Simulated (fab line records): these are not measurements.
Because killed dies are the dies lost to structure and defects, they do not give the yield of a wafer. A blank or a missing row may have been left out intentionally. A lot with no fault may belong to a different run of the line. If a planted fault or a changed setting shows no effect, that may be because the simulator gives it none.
2 desks, one fault	flow berkeley_cmos170	what lay behind the numbers comes last; until then each desk has only its own

== DESK OF THE TOOL OWNER: rie_si-01 ==
The tool's own readings at UCB170_GATE_ETCH_15 (etches poly-Si in HBr/Cl2, stops on SiO2, time 56.3 s, target depth 278.2 nm): means of the sampled wafers that have a number, for each lot that ran on this tool. The brackets show how far a lot's mean lies from the usual mean; more than 4 standard deviations puts the lot out of limits, marked OUT.
Columns: A = HBr_flow_sccm at UCB170_GATE_ETCH_15, usual 150.1 sccm; B = drypump_motor_current_A at UCB170_GATE_ETCH_15, usual 5.5 A; C = oes_product_au at UCB170_GATE_ETCH_15, usual 0.829 a.u.; D = run_length_s at UCB170_GATE_ETCH_15, usual 84.7 s; E = throttle_valve_pct at UCB170_GATE_ETCH_15, usual 26.47 %
lot	first seen here	A	B	C	D	E
L481	day 7 17:13	150.3	5.6	0.820	84.5	26.54
L480	day 7 18:08	149.8	6.0	0.818	84.9	26.41
L484	day 8 11:25	150.2	5.9	0.827	85.5	26.42
L483	day 8 11:45	149.9	5.2	0.830	84.3	26.68
L489	day 9 23:21	149.8	5.5	0.837	84.2	26.38
L491	day 10 08:13	150.4	5.5	0.815	86.4	26.55
L492	day 10 08:28	149.8	5.6	0.811	86.1	26.54
This desk's finding: nothing out of limits on any of the 7 lots.

== METROLOGY DESK ==
Means of the sampled wafers that have a number, per lot and without regard to the tool the lot ran on: this is what the gauges read. The brackets show how far a lot's mean lies from the usual mean; more than 4 standard deviations puts the lot out of limits, marked OUT.
Columns: A = PVT_TW at UCB170_PVT_TW_MEAS_09, usual 504.2; B = GATE_OVL at UCB170_GATE_OVL_MEAS_13, usual 2 nm; C = cd_nm at UCB170_PLDD_CD_MEAS_06, usual 1200.0 nm
lot	first seen here	A	B	C
L481	day 7 02:53	505.3	8	1199.8
L480	day 7 03:10	504.5	4	1201.9
L478	day 7 03:54	503.4	5	1201.4
L484	day 7 19:53	506.6	3	1201.6
L485	day 7 20:25	505.2	4	1201.3
L483	day 7 20:41	506.7	1	1200.7
L482	day 7 21:25	505.4	-0	1200.4
L487	day 8 04:22	500.7	-1	1200.9
L490	day 9 04:43	505.9	1	1198.7
L489	day 9 05:16	504.6	2	1199.1
L491	day 9 16:03	502.1	3	1199.6
L492	day 9 16:16	503.8	1	1200.9
L496	day 10 16:43	505.8	-2	1198.8
L500	day 11 02:56	506.1	-4	1198.6
This desk's finding: nothing out of limits on any of the 14 lots.

== BROUGHT TOGETHER ==
Nothing out of limits was seen by the tool owner's desk.
Nothing out of limits was seen by the metrology desk.

== WHAT WAS PUT IN BY THE SIMULATOR ==
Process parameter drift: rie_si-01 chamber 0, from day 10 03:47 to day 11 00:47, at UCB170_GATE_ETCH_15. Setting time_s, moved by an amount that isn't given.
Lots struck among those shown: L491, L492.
